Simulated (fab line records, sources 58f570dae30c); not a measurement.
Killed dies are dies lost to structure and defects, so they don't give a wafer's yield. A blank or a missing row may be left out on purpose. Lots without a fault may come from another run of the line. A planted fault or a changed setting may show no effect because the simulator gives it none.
Which tool did it? | flow berkeley_cmos170 | 14 lots, 42 wafers sampled, at 6 steps of a route of 331

WHAT THE GAUGES READ, wafer by wafer
UCB170_NWELL_THK_MEAS_02. Usual: NWELL_OXIDE_THK 26.5 nm, standard deviation 0.43.
lot  | measured    | on            | NWELL_OXIDE_THK (nm) | flag
L308 | day 2 03:44 | film_metro-03 | 26.2 26.1 26.2       |
L309 | day 2 03:44 | film_metro-04 | 26.4 26.9 26.8       |
L310 | day 2 10:10 | film_metro-04 | 26.7 26.6 27.0       |
L311 | day 2 15:40 | film_metro-01 | 26.5 26.5 26.7       |
L312 | day 2 18:22 | film_metro-03 | 26.4 26.5 26.8       |
L313 | day 3 01:52 | film_metro-03 | 26.8 27.1 26.8       |
L314 | day 3 08:34 | film_metro-04 | 26.2 26.1 26.4       |
L315 | day 3 13:54 | film_metro-01 | 26.7 27.2 27.0       |
L316 | day 3 13:54 | film_metro-04 | 27.1 27.2 26.7       |
L321 | day 4 16:41 | film_metro-03 | 26.5 26.5 26.7       |
L323 | day 5 00:36 | film_metro-03 | 26.3 25.6 26.3       |
L324 | day 5 07:32 | film_metro-01 | 26.7 26.8 26.8       |
L325 | day 5 15:49 | film_metro-01 | 26.7 27.0 27.0       |
L330 | day 6 18:09 | film_metro-03 | 25.6 25.5 25.4       |

UCB170_PWELL_THK_MEAS_06. Usual: PWELL_NITRIDE_THK 220.5 nm, standard deviation 1.8.
lot  | measured    | on            | PWELL_NITRIDE_THK (nm) | flag
L308 | day 3 01:37 | film_metro-04 | 224.6 223.5 224.1      |
L309 | day 3 01:37 | film_metro-02 | 222.8 223.4 222.1      |
L310 | day 3 11:08 | film_metro-02 | 223.8 222.6 222.7      |
L311 | day 3 16:06 | film_metro-01 | 219.8 220.2 220.4      |
L312 | day 3 17:23 | film_metro-01 | 220.1 221.9 221.9      |
L313 | day 3 21:58 | film_metro-01 | 218.5 218.3 216.5      |
L314 | day 4 12:37 | film_metro-01 | 219.1 221.1 221.4      |
L315 | day 4 12:37 | film_metro-04 | 222.4 223.2 223.9      |
L316 | day 4 12:37 | film_metro-02 | 220.9 220.8 221.0      |
L321 | day 5 17:59 | film_metro-04 | 220.4 221.2 219.9      |
L323 | day 6 01:26 | film_metro-02 | 177.5 177.3 174.5      | OFF
L324 | day 6 11:17 | film_metro-01 | 220.0 220.6 217.7      |
L325 | day 6 18:04 | film_metro-01 | 178.1 179.5 179.7      | OFF
L330 | day 7 19:46 | film_metro-01 | 218.7 221.3 219.0      |

UCB170_SCREENOX_THK_MEAS_02. Usual: SCREENOX_OXIDE_THK 14.41 nm, standard deviation 0.27.
lot  | measured     | on            | SCREENOX_OXIDE_THK (nm) | flag
L308 | day 5 07:41  | film_metro-02 | 14.47 14.37 14.21       |
L309 | day 5 07:41  | film_metro-03 | 13.77 14.23 13.95       |
L310 | day 5 16:05  | film_metro-01 | 14.30 14.43 14.44       |
L311 | day 6 01:08  | film_metro-03 | 14.51 14.92 14.79       |
L312 | day 6 01:10  | film_metro-02 | 14.42 14.61 14.72       |
L313 | day 6 01:08  | film_metro-01 | 14.53 14.62 14.59       |
L314 | day 7 01:19  | film_metro-01 | 14.13 14.08 13.88       |
L315 | day 7 01:19  | film_metro-02 | 14.34 14.57 14.62       |
L316 | day 7 01:19  | film_metro-03 | 14.42 14.76 14.52       |
L321 | day 8 03:00  | film_metro-02 | 14.44 14.40 14.31       |
L323 | day 8 02:58  | film_metro-03 | 14.83 15.02 15.07       |
L324 | day 8 13:46  | film_metro-02 | 14.47 14.41 14.56       |
L325 | day 9 00:04  | film_metro-02 | 14.09 14.27 14.42       |
L330 | day 10 06:10 | film_metro-02 | 14.30 14.38 14.36       |

UCB170_NSD_OVL_MEAS_07. Usual: NSD_OVL -1 nm, standard deviation 5.
lot  | measured     | on         | NSD_OVL (nm) | flag
L308 | day 6 15:04  | overlay-01 | -11 -9 -12   |
L309 | day 6 15:19  | overlay-02 | -4 -3 -8     |
L310 | day 7 00:27  | overlay-01 | -1 1 0       |
L311 | day 7 11:53  | overlay-01 | 1 1 2        |
L312 | day 7 11:24  | overlay-01 | -8 -1 -2     |
L313 | day 7 11:38  | overlay-01 | 5 3 -5       |
L314 | day 8 12:13  | overlay-02 | 8 6 5        |
L315 | day 8 12:19  | overlay-02 | 3 0 6        |
L316 | day 8 12:34  | overlay-02 | -16 -6 -6    |
L321 | day 9 17:27  | overlay-01 | 0 -2 -5      |
L323 | day 9 17:31  | overlay-02 | -2 2 4       |
L324 | day 10 02:07 | overlay-02 | 10 -4 -2     |
L325 | day 10 15:04 | overlay-02 | 0 -2 4       |
L330 | day 11 20:41 | overlay-02 | -5 0 -6      |

WHICH TOOL RAN EACH LOT (tool, then ch and the chambers of the sampled wafers, then the start)
lot  | UCB170_PWELL_CVD_05        | UCB170_PWELL_ETCH_14
L308 | lpcvd-01 ch 0, day 2 23:41 | rie_diel-04 ch 0,2,3, day 3 02:53
L309 | lpcvd-01 ch 0, day 2 23:41 | rie_diel-01 ch 0,1,2, day 3 03:02
L310 | lpcvd-01 ch 0, day 3 08:15 | rie_diel-01 ch 1,2, day 3 12:22
L311 | lpcvd-01 ch 1, day 3 13:14 | rie_diel-01 ch 0,1, day 3 17:16
L312 | lpcvd-02 ch 0, day 3 15:26 | rie_diel-04 ch 0,2,3, day 3 18:42
L313 | lpcvd-02 ch 0, day 3 20:04 | rie_diel-02 ch 0,2, day 3 23:02
L314 | lpcvd-02 ch 0, day 4 10:42 | rie_diel-04 ch 1,3, day 4 13:33
L315 | lpcvd-02 ch 1, day 4 10:42 | rie_diel-01 ch 0,1, day 4 14:05
L316 | lpcvd-02 ch 1, day 4 10:42 | rie_diel-02 ch 2,3, day 4 13:49
L321 | lpcvd-02 ch 1, day 5 16:04 | rie_diel-01 ch 1,2, day 5 19:46
L323 | lpcvd-01 ch 1, day 5 23:31 | rie_diel-02 ch 0,1,3, day 6 02:35
L324 | lpcvd-02 ch 1, day 6 09:23 | rie_diel-04 ch 0,2, day 6 12:14
L325 | lpcvd-01 ch 0, day 6 16:08 | rie_diel-04 ch 0,1,3, day 6 19:02
L330 | lpcvd-02 ch 1, day 7 16:53 | rie_diel-02 ch 2,3, day 7 20:52
- UCB170_PWELL_CVD_05: deposits Si3N4 from SiH2Cl2/NH3, target thk 220 nm, time 3300 s.
- UCB170_PWELL_ETCH_14: etches Si3N4 in CH3F/Ar/O2, stops on SiO2, target depth 242 nm, time 151 s.

WHAT THE TOOLS THEMSELVES READ (means of the sampled wafers that have a number; where no wafer has one, the mark that the record gives instead)
UCB170_PWELL_CVD_05. Usual: pressure_mtorr 199.9 mTorr, standard deviation 0.4.
lot  | tool     | pressure_mtorr (mTorr) | flag
L308 | lpcvd-01 | 199.9                  |
L309 | lpcvd-01 | 200.2                  |
L310 | lpcvd-01 | 200.4                  |
L311 | lpcvd-01 | 199.8                  |
L312 | lpcvd-02 | 200.1                  |
L313 | lpcvd-02 | 199.4                  |
L314 | lpcvd-02 | 199.2                  |
L315 | lpcvd-02 | 200.2                  |
L316 | lpcvd-02 | 199.7                  |
L321 | lpcvd-02 | 200.0                  |
L323 | lpcvd-01 | 100.1                  | OFF
L324 | lpcvd-02 | 199.6                  |
L325 | lpcvd-01 | 100.2                  | OFF
L330 | lpcvd-02 | 199.7                  |

UCB170_PWELL_ETCH_14. Usual: drypump_motor_current_A 5.9 A, standard deviation 0.43; oes_product_au 0.939 a.u., standard deviation 0.0089; throttle_valve_pct 8.06 %, standard deviation 0.13.
lot  | tool        | drypump_motor_current_A (A) | oes_product_au (a.u.) | throttle_valve_pct (%) | flag
L308 | rie_diel-04 | 6.1                         | 0.947                 | 8.25                   |
L309 | rie_diel-01 | 5.7                         | 0.940                 | 7.99                   |
L310 | rie_diel-01 | 5.8                         | 0.940                 | 7.94                   |
L311 | rie_diel-01 | 5.6                         | 0.935                 | 7.94                   |
L312 | rie_diel-04 | 6.1                         | 0.943                 | 8.24                   |
L313 | rie_diel-02 | 6.5                         | 0.937                 | 7.99                   |
L314 | rie_diel-04 | 6.1                         | 0.950                 | 8.23                   |
L315 | rie_diel-01 | 5.6                         | 0.942                 | 8.06                   |
L316 | rie_diel-02 | 6.1                         | 0.939                 | 7.94                   |
L321 | rie_diel-01 | 5.8                         | 0.937                 | 7.93                   |
L323 | rie_diel-02 | 5.8                         | 0.824                 | 7.98                   | OFF
L324 | rie_diel-04 | 6.0                         | 0.938                 | 8.27                   |
L325 | rie_diel-04 | 6.0                         | 0.835                 | 8.20                   | OFF
L330 | rie_diel-02 | 6.5                         | 0.938                 | 7.97                   |

THE ANSWER, worked out from the rows above alone
Rule: a lot is off if the mean of its wafers that have a number lies more than 3 standard deviations from the usual mean. A lot without any number at a reading at which 4 lots or more have one is off too. The other lots that the step has rows for count as sound. The gauges are gone through in route order, then the tools' own readings, and for those a lot's mean is taken as printed above. The first step at which some lot is off is used, and at that step the reading that is off furthest; a lot without a number counts as furthest.
Off: L323, L325, at UCB170_PWELL_THK_MEAS_06 (PWELL_NITRIDE_THK).
A tool fits if, at a process step before that reading, it ran every lot that is off, and no sound lot after the first of them. The gauges at UCB170_PWELL_THK_MEAS_06 aren't tried: what is off there is off at UCB170_PWELL_CVD_05 too, on other tools, and a gauge's error can't cause that. One fits: lpcvd-01 at UCB170_PWELL_CVD_05. Its last sound lot is L311 (day 3 13:14), its first lot that is off L323 (day 5 23:31): a fault that began between those two fits.
The tool's own readings at UCB170_PWELL_CVD_05 bear it out: on the lots that are off they differ by more than 5 times the standard deviation of the sound lots' means. pressure_mtorr reads 100.2 mTorr there against 199.8 mTorr on the sound lots.

WHAT THE SIMULATOR HAD PUT IN
Process parameter drift: lpcvd-01, from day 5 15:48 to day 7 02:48, at UCB170_PWELL_CVD_05. Setting pressure_mtorr, moved by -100, from 200. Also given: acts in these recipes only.
Lots struck among those shown: L323, L325. The rule above found the same.
